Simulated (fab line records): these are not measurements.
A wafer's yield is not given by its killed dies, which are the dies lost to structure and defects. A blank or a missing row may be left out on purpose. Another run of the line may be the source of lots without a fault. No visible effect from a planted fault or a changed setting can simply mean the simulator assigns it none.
What tool caused it? / flow berkeley-cmos170 / 7 lots with 21 wafers sampled at 2 steps, on a route of 331 steps

WHAT EACH GAUGE READ, for each wafer
UCB170_M3_THK_MEAS_03: measures by xrf.
lot=L828; measured=day 8 19:49; on=film-metro-04; M3_AL_THK (nm)=925 920 914
lot=L832; measured=day 9 03:32; on=film-metro-02; M3_AL_THK (nm)=923 922 921
lot=L833; measured=day 9 23:43; on=film-metro-03; M3_AL_THK (nm)=945 944 939
lot=L837; measured=day 10 06:19; on=film-metro-03; M3_AL_THK (nm)=937 921 935
lot=L839; measured=day 11 06:30; on=film-metro-02; M3_AL_THK (nm)=905 924 907
lot=L845; measured=day 12 09:53; on=film-metro-02; M3_AL_THK (nm)=938 906 928

TOOL THAT RAN EACH LOT (tool first, then ch and the chambers of the sampled wafers, then the start)
lot=L828; UCB170_PWELL_STRIP_16=plasma-asher-04 ch 0,1, day 3 18:29
lot=L832; UCB170_PWELL_STRIP_16=plasma-asher-01 ch 0,1, day 4 11:00
lot=L833; UCB170_PWELL_STRIP_16=plasma-asher-03 ch 0,1, day 4 19:25
lot=L837; UCB170_PWELL_STRIP_16=plasma-asher-03 ch 0,1, day 5 09:31
lot=L839; UCB170_PWELL_STRIP_16=plasma-asher-01 ch 0,1, day 6 01:23
lot=L842; UCB170_PWELL_STRIP_16=plasma-asher-03 ch 0,1, day 6 14:01
lot=L845; UCB170_PWELL_STRIP_16=plasma-asher-04 ch 0,1, day 7 07:20
- UCB170_PWELL_STRIP_16: strips in O2.

THE ANSWER, worked out from the rows above alone
Rule: what is usual is taken from the lots themselves. Put in order of their means at a reading, lots are off if they are a third of the lots or fewer, leave a main group of 4 or more, and stand apart from it by a gap of 3 or more times the standard deviation of the main group's means; of several such gaps the widest counts. If all means in a main group match to the digits the tables above print for the reading, that group is not used. A lot without any number at a reading at which 4 lots or more have one is off too. Where the step has rows for the other lots, those lots are counted as sound.
No lot is off on any of the readings shown, so nothing can be concluded from this.

WHAT THE SIMULATOR HAD INSERTED
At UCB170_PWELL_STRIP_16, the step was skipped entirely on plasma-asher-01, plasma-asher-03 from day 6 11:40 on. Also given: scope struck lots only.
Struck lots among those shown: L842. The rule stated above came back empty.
